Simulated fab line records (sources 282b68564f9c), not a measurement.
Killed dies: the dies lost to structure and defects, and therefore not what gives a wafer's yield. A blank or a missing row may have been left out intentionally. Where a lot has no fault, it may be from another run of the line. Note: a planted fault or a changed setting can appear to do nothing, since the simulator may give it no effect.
Check of tool commonality | flow rit_cmos | 15 lots, 45 wafers sampled

## WHAT PROMPTED THE OPENING
At RIT_PSD_TW_MEAS_10 the reading PSD_TW is flagged on 3 of 15 lots. Fault-free wafers read 3414, with a standard deviation of 21.
Rule: a lot gets a flag if all its wafers with a number sit over 4 standard deviations from that mean, or if no wafer of it has a number. As for the other lots, they are considered sound.

lot  | measured    | on            | PSD_TW, wafer by wafer | flag
L577 | day 3 03:01 | film_metro-02 | 3419 3385 3408         |
L578 | day 3 06:10 | film_metro-02 | 3406 3406 3406         |
L579 | day 3 10:26 | film_metro-02 | 3419 3393 3417         |
L580 | day 3 17:45 | film_metro-02 | 3390 3394 3389         |
L581 | day 4 01:29 | film_metro-04 | 3607 3585 3625         | FLAGGED
L582 | day 4 04:03 | film_metro-04 | 3425 3436 3434         |
L583 | day 4 09:32 | film_metro-01 | 3594 3593 3599         | FLAGGED
L584 | day 4 12:52 | film_metro-04 | 3440 3446 3438         |
L585 | day 4 23:49 | film_metro-02 | 3576 3546 3552         | FLAGGED
L591 | day 6 01:00 | film_metro-02 | 3392 3410 3411         |
L592 | day 6 08:43 | film_metro-01 | 3403 3397 3413         |
L594 | day 6 16:55 | film_metro-02 | 3408 3407 3413         |
L595 | day 6 20:21 | film_metro-01 | 3417 3420 3415         |
L597 | day 7 05:20 | film_metro-04 | 3454 3459 3449         |
L600 | day 7 20:02 | film_metro-04 | 3427 3439 3452         |
Average over the flagged lots: 3586; offset from the usual +172, equal to +8 standard deviations.

## LOT BY LOT: THE TOOL USED
The record holds 1 process step before the reading, out of a route of 202 steps. Each cell gives the tool, then ch followed by the chambers the sampled wafers passed through, then the start.
lot  | flag    | RIT_PSD_IMPLANT_08
L577 |         | implanter-02 ch 0, day 3 02:41
L578 |         | implanter-03 ch 0, day 3 05:50
L579 |         | implanter-02 ch 0, day 3 10:08
L580 |         | implanter-04 ch 0, day 3 17:25
L581 | FLAGGED | implanter-04 ch 0, day 4 00:50
L582 |         | implanter-03 ch 0, day 4 03:44
L583 | FLAGGED | implanter-03 ch 0, day 4 08:55
L584 |         | implanter-02 ch 0, day 4 12:32
L585 | FLAGGED | implanter-02 ch 0, day 4 23:10
L591 |         | implanter-04 ch 0, day 6 00:41
L592 |         | implanter-02 ch 0, day 6 08:24
L594 |         | implanter-03 ch 0, day 6 16:36
L595 |         | implanter-03 ch 0, day 6 20:02
L597 |         | implanter-03 ch 0, day 7 05:01
L600 |         | implanter-02 ch 0, day 7 19:43
What the steps here do:
- RIT_PSD_IMPLANT_08
- RIT_PSD_TW_MEAS_10

## FLAGGED OVER TOTAL, TOOL BY TOOL (the gauges that took the reading come last)
step               | tool          | lots run | flagged | share of the flagged lots | sound lots run after its first flagged lot
RIT_PSD_IMPLANT_08 | implanter-02  | 6        | 1       | some                      | 2 (L592,L600)
RIT_PSD_IMPLANT_08 | implanter-03  | 6        | 1       | some                      | 3 (L594,L595,L597)
RIT_PSD_IMPLANT_08 | implanter-04  | 3        | 1       | some                      | 1 (L591)
RIT_PSD_TW_MEAS_10 | film_metro-01 | 3        | 1       | some                      | 2 (L592,L595)
RIT_PSD_TW_MEAS_10 | film_metro-02 | 7        | 1       | some                      | 2 (L591,L594)
RIT_PSD_TW_MEAS_10 | film_metro-04 | 5        | 1       | some                      | 4 (L582,L584,L597,L600)

## THE TABLE: WHAT IT ALLOWS
No row of the table ran every flagged lot.

## WHAT WAS PUT IN BY THE SIMULATOR
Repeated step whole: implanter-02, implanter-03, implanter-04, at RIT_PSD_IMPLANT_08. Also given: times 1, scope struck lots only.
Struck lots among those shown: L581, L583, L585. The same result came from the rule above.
